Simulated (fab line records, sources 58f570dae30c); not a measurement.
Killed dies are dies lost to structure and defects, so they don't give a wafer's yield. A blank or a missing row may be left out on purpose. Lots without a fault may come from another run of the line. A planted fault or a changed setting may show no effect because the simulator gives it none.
Problem report in the 8D (eight disciplines) form, filled by code | flow berkeley_cmos170 | the parts of the form that need people (team, actions taken, sign-off) are left out

1. THE PROBLEM
NLDD_TW at UCB170_NLDD_TW_MEAS_11 reads a mean of 30 on 6 wafers of 2 lots; wafers without a fault read 2238 with a standard deviation of 35. That is -63 standard deviations from the usual mean.
First seen on wafer L388.1, day 6 17:14, on film_metro-03. The record holds 42 wafers of 14 lots with a number at this step. Rule for "out", or "out of limits": more than 4 standard deviations from the usual mean. The other wafers with a number count as sound.

2. WHAT IT IS AND WHAT IT IS NOT
question                    | is                           | is not
which readings at this step | NLDD_TW                      | -
which lots                  | L388, L391                   | L386, L387, L390, L393, L398, L401, L402, L403, L405, L406, L407, L408
which wafers of those lots  | all that have a number       | -
read on which gauges        | film_metro-02, film_metro-03 | film_metro-01
when                        | from day 6 17:14             | up to then (9 sound wafers); but 27 sound wafers of L393, L398, L401, L402, L403, L405, L406, L407, L408 came after

3. SUSPECTS, AND WHAT RULES EACH OUT
Counting: a tool at a process step up to the reading stays a suspect if it ran every lot that is out and no sound lot after the first of them.
- the gauge at UCB170_NLDD_TW_MEAS_11: ruled out. The wafers that are out were read on 2 gauges (film_metro-02, film_metro-03).
- litho_track-01 at UCB170_NLDD_DEVELOP_05 (develop time 45 s): ruled out as a lasting fault. Sound lots L403, L405, L406 ran on it after its first lot that is out, L388 (day 6 16:00).
Left after counting: nothing in the record.

4. THE CAUSE (what the simulator had put in)
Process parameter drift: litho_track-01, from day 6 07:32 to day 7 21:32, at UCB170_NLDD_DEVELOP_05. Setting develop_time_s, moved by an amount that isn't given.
Counting ruled it out, wrongly: the rule takes a fault to strike every lot that its tool runs from its start on, and this one did not.

5. THE CHAIN OF EFFECTS, in route order
Each row: a reading whose mean over the struck wafers that have a number lies more than 3 standard deviations from the usual. Only readings for which the record gives a usual standard deviation are gone through. hours: the time from each lot's start at the first step in this table that gives one to its start at this step, as a median over the lots. sigmas: the change in usual standard deviations.
hours | step                   | reading | usual | on struck wafers | change | sigmas
0     | UCB170_NLDD_TW_MEAS_11 | NLDD_TW | 2238  | 30               | -2208  | -63

6. WHAT WOULD HAVE CAUGHT IT SOONER
In this record the first reading out of limits at a measuring or inspecting step was taken at day 6 17:14, 10 hours after the fault began at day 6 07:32.
